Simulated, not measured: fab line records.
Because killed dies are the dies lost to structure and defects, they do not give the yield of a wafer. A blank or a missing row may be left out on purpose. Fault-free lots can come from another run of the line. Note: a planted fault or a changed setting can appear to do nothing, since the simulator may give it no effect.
The tool behind it: which one? || flow rit-cmos || 21 wafers from 7 lots sampled at 2 of the route's 202 steps

## WHAT THE GAUGES SHOWED, per wafer
RIT_NWELL_TW_MEAS_10.
{"lot": "L760", "measured": "day 3 00:08", "on": "film-metro-01", "NWELL_TW": "2155 2178 2160"}
{"lot": "L763", "measured": "day 3 14:41", "on": "film-metro-03", "NWELL_TW": "2124 2129 2133"}
{"lot": "L767", "measured": "day 4 08:52", "on": "film-metro-02", "NWELL_TW": "2136 2146 2139"}
{"lot": "L769", "measured": "day 4 19:53", "on": "film-metro-02", "NWELL_TW": "2139 2140 2151"}
{"lot": "L771", "measured": "day 5 05:23", "on": "film-metro-01", "NWELL_TW": "2144 2142 2160"}
{"lot": "L775", "measured": "day 6 01:19", "on": "film-metro-02", "NWELL_TW": "2142 2145 2141"}
{"lot": "L777", "measured": "day 6 12:37", "on": "film-metro-03", "NWELL_TW": "2141 2142 2156"}

## TOOL THAT RAN EACH LOT (tool first, then ch and the chambers of the sampled wafers, then the start)
{"lot": "L760", "RIT_NWELL_IMPLANT_08": "implanter-04 ch 0, day 2 23:50"}
{"lot": "L763", "RIT_NWELL_IMPLANT_08": "implanter-02 ch 0, day 3 14:21"}
{"lot": "L767", "RIT_NWELL_IMPLANT_08": "implanter-02 ch 0, day 4 08:32"}
{"lot": "L769", "RIT_NWELL_IMPLANT_08": "implanter-02 ch 0, day 4 19:35"}
{"lot": "L771", "RIT_NWELL_IMPLANT_08": "implanter-02 ch 0, day 5 05:04"}
{"lot": "L775", "RIT_NWELL_IMPLANT_08": "implanter-04 ch 0, day 6 00:59"}
{"lot": "L777", "RIT_NWELL_IMPLANT_08": "implanter-04 ch 0, day 6 12:17"}
- RIT_NWELL_IMPLANT_08

## THE ANSWER, worked out from the rows above alone
Rule: usual is defined by the lots themselves. The widest of any qualifying gaps counts: lots, ordered by their means at a reading, are off when they make up no more than a third of the lots, leave a main group of 4 or more, and stand apart from it by 3 or more times the standard deviation of that group's means. The tables above print the reading to a certain number of digits; a main group whose means all agree to those digits is not used. A lot without any number at a reading at which 4 lots or more have one is off too. The other lots that the step has rows for count as sound.
No lot is off at any reading shown: from this, nothing can be told.

## WHAT THE SIMULATOR PUT IN
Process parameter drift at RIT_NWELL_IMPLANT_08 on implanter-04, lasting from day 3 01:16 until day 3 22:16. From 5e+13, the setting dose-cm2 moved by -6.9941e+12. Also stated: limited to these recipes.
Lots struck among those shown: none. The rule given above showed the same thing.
